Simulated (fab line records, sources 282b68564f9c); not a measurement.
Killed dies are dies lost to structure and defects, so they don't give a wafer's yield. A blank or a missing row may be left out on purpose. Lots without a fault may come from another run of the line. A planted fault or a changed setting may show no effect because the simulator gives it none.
Which tool did it? | flow rit_cmos | 13 lots, 39 wafers sampled, at 2 steps of a route of 202

WHAT THE GAUGES READ, wafer by wafer
RIT_M1_CD_MEAS_90: target cd 2600 nm. Usual: cd_nm 2601 nm, standard deviation 3.1.
lot  | measured    | on        | cd_nm (nm)     | flag
L153 | day 3 07:28 | cd_sem-01 | 2599 2599 2598 |
L154 | day 3 11:40 | cd_sem-02 | 2605 2599 2599 |
L157 | day 4 07:41 | cd_sem-01 | 2596 2599 2595 |
L158 | day 4 08:52 | cd_sem-02 | 2603 2601 2603 |
L160 | day 4 21:27 | cd_sem-01 | 2603 2607 2603 |
L161 | day 5 00:47 | cd_sem-01 | 2598 2598 2599 |
L162 | day 5 05:10 | cd_sem-01 | 2603 2604 2602 |
L164 | day 5 15:24 | cd_sem-02 | 2599 2603 2601 |
L165 | day 5 18:05 | cd_sem-01 | 2610 2603 2611 |
L168 | day 6 10:31 | cd_sem-02 | 2602 2601 2602 |
L169 | day 6 15:15 | cd_sem-01 | 2590 2601 2588 |
L170 | day 6 23:41 | cd_sem-01 | 2601 2600 2601 |
L175 | day 8 00:32 | cd_sem-01 | 2593 2596 2593 |

WHICH TOOL RAN EACH LOT (tool, then ch and the chambers of the sampled wafers, then the start)
lot  | RIT_M1_METAL_ETCH_12
L153 | rie_metal-04 ch 0,1, day 3 06:55
L154 | rie_metal-03 ch 0,1, day 3 11:09
L157 | rie_metal-03 ch 0,1, day 4 07:11
L158 | rie_metal-01 ch 0,1, day 4 08:21
L160 | rie_metal-03 ch 0,1, day 4 20:55
L161 | rie_metal-01 ch 0,1, day 5 00:16
L162 | rie_metal-04 ch 0,1, day 5 04:38
L164 | rie_metal-01 ch 1, day 5 14:50
L165 | rie_metal-04 ch 0,1, day 5 17:32
L168 | rie_metal-04 ch 0,1, day 6 09:58
L169 | rie_metal-03 ch 0,1, day 6 14:42
L170 | rie_metal-01 ch 0,1, day 6 23:11
L175 | rie_metal-01 ch 1, day 7 23:59
- RIT_M1_METAL_ETCH_12: etches Al in Cl2/BCl3, stops on SiO2, time 165 s, target depth 600 nm.

WHAT THE TOOLS THEMSELVES READ (means of the sampled wafers that have a number; where no wafer has one, the mark that the record gives instead)
RIT_M1_METAL_ETCH_12. Usual: drypump_motor_current_A 5.6 A, standard deviation 0.47; oes_product_au 0.775 a.u., standard deviation 0.016; throttle_valve_pct 8.21 %, standard deviation 0.066.
lot  | tool         | drypump_motor_current_A (A) | oes_product_au (a.u.) | throttle_valve_pct (%) | flag
L153 | rie_metal-04 | 5.3                         | 0.774                 | 8.27                   |
L154 | rie_metal-03 | 5.9                         | 0.757                 | 8.19                   |
L157 | rie_metal-03 | 5.9                         | 0.765                 | 8.18                   |
L158 | rie_metal-01 | 5.5                         | 0.781                 | 8.16                   |
L160 | rie_metal-03 | 5.9                         | 0.767                 | 8.18                   |
L161 | rie_metal-01 | 5.6                         | 0.782                 | 8.15                   |
L162 | rie_metal-04 | 5.7                         | 0.785                 | 8.23                   |
L164 | rie_metal-01 | 5.8                         | 0.803                 | 8.25                   |
L165 | rie_metal-04 | 5.7                         | 0.787                 | 8.23                   |
L168 | rie_metal-04 | 5.2                         | 0.771                 | 8.26                   |
L169 | rie_metal-03 | 5.9                         | 0.753                 | 8.18                   |
L170 | rie_metal-01 | 5.5                         | 0.776                 | 8.16                   |
L175 | rie_metal-01 | 5.8                         | 0.791                 | 8.26                   |

THE ANSWER, worked out from the rows above alone
Rule: a lot is off if the mean of its wafers that have a number lies more than 3 standard deviations from the usual mean. A lot without any number at a reading at which 4 lots or more have one is off too. The other lots that the step has rows for count as sound. The gauges are gone through in route order, then the tools' own readings, and for those a lot's mean is taken as printed above. The first step at which some lot is off is used, and at that step the reading that is off furthest; a lot without a number counts as furthest.
No lot is off at any reading shown: from this, nothing can be told.

WHAT THE SIMULATOR HAD PUT IN
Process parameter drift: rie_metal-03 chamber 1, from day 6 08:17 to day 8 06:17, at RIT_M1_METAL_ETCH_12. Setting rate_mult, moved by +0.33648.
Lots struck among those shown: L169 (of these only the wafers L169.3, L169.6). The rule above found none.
